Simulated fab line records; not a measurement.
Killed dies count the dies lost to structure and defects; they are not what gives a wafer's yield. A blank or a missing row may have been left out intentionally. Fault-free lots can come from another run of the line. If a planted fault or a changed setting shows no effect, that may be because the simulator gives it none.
Split-lot trial    flow berkeleyCmos170    23 wafers read across 5 lots, on a route 331 steps long

ON THE SPLIT
At UCB170_V2_EXPOSE_09 (exposes mask VIA2, target cd 700 nm), the setting doseMj was moved away from the recipe's 37 on 8 of the 23 wafers read, by -7.0% to +7.4%. All remaining wafers had this setting at the recipe value.

FROM THE SPLIT TO THE READING: what the file shows between them, 5 steps
- UCB170_V2_PEB_10
- UCB170_V2_DEVELOP_11: develop time 45 s
- UCB170_V2_CD_MEAS_12: target cd 700 nm
- UCB170_V2_ETCH_14: etches SiO2 in CHF3/CF4/Ar, stops on Al, target depth 1250 nm, time 291 s
- UCB170_V2_STRIP_15: strips in O2

THE READING
cdNm at UCB170_V2_CD_MEAS_90, given in nm (cd target 700 nm). A value of 700.0 nm with a standard deviation of 1.2 nm is what fault-free wafers of this fab line usually give.

wafer   tool, chamber at the split  doseMj as run  against the recipe  cdNm, nm  against lot-mates on the recipe
L075.1  krfScanner-01, 0            37             recipe              702.1     -
L075.2  krfScanner-01, 0            37             recipe              701.9     -
L075.3  krfScanner-01, 0            39.72          +7.4%               712.2     +10.6
L075.4  krfScanner-01, 0            37             recipe              700.8     -
L075.6  krfScanner-01, 0            39.72          +7.4%               712.5     +10.9
L076.2  krfScanner-01, 0            34.4           -7.0%               686.8     -13.2
L076.3  krfScanner-01, 0            34.4           -7.0%               686.5     -13.5
L076.4  krfScanner-01, 0            37             recipe              700.1     -
L076.5  krfScanner-01, 0            37             recipe              699.8     -
L076.6  krfScanner-01, 0            34.4           -7.0%               685.6     -14.4
L078.2  krfScanner-02, 0            37             recipe              698.8     -
L078.3  krfScanner-02, 0            37             recipe              698.8     -
L078.4  krfScanner-02, 0            37             recipe              697.2     -
L078.5  krfScanner-02, 0            37             recipe              699.5     -
L078.6  krfScanner-02, 0            37             recipe              699.3     -
L081.1  krfScanner-01, 0            37             recipe              699.0     -
L081.3  krfScanner-01, 0            37             recipe              700.1     -
L081.4  krfScanner-01, 0            37             recipe              700.3     -
L084.1  krfScanner-01, 0            34.73          -6.1%               689.5     -8.8
L084.2  krfScanner-01, 0            34.73          -6.1%               690.5     -7.8
L084.3  krfScanner-01, 0            37             recipe              698.9     -
L084.5  krfScanner-01, 0            34.73          -6.1%               689.3     -9.0
L084.6  krfScanner-01, 0            37             recipe              697.8     -

FIT RESULTS
A straight line over all 23 wafers: cdNm changes by +1.76 nm for each +1% of doseMj; r = +0.99; the points scatter about the line by 1.2 nm.
The same after taking each lot's own level away (the mean of its wafers on the recipe; 23 wafers): +1.62 nm for each +1%; r = +0.98; scatter 1.2 nm.
The reading moves by 12 nm for the largest change in doseMj, on that fit.
From 698.35 to 701.60 nm: that is the span of the lots' own levels, equal to 2.7 times the standard deviation above.
Consequently the slope shifts little with the lot-to-lot level, the two slopes agreeing.
Check: +12.1 nm against its lot-mates is what the line predicts for one of the wafers moved furthest among these (+7.4%) when that wafer is left out of the fit. Against them it came out at +10.6 nm.

OTHER SPLITS ON THESE WAFERS
These wafers also went through other splits before the reading. Each is held against what the fit with the lots' levels taken away leaves over:
other split on the same wafers    wafers away from the commonest value  r with cdNm (lot level and that fit taken away)
UCB170_M2_SPUTTER_01 powerW       11                                    +0.37
UCB170_M2_STRIP_07 o2FlowSccm     7                                     -0.03
UCB170_V2_CMP_02 leaveAboveRefNm  4                                     -0.22

THE WHOLE CHAIN: every reading that the file lists as answering this split, in the file's order
step                  what it does                                                               reading                                                   change (the file's fit)               r (the file's)
UCB170_V2_CD_MEAS_12  target cd 700 nm                                                           cdNm                                                      +1.71 nm for each +1% of the setting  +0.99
UCB170_V2_ETCH_14     etches SiO2 in CHF3/CF4/Ar, stops on Al, target depth 1250 nm, time 291 s  V2.cdNm (the simulator's own value, which no gauge read)  +1.64 nm for each +1% of the setting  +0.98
UCB170_V2_CD_MEAS_90  target cd 700 nm                                                           cdNm                                                      +1.61 nm for each +1% of the setting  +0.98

THE FILE'S OWN FIT
cdNm changes by +1.61 nm for each +1% of doseMj, r = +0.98.
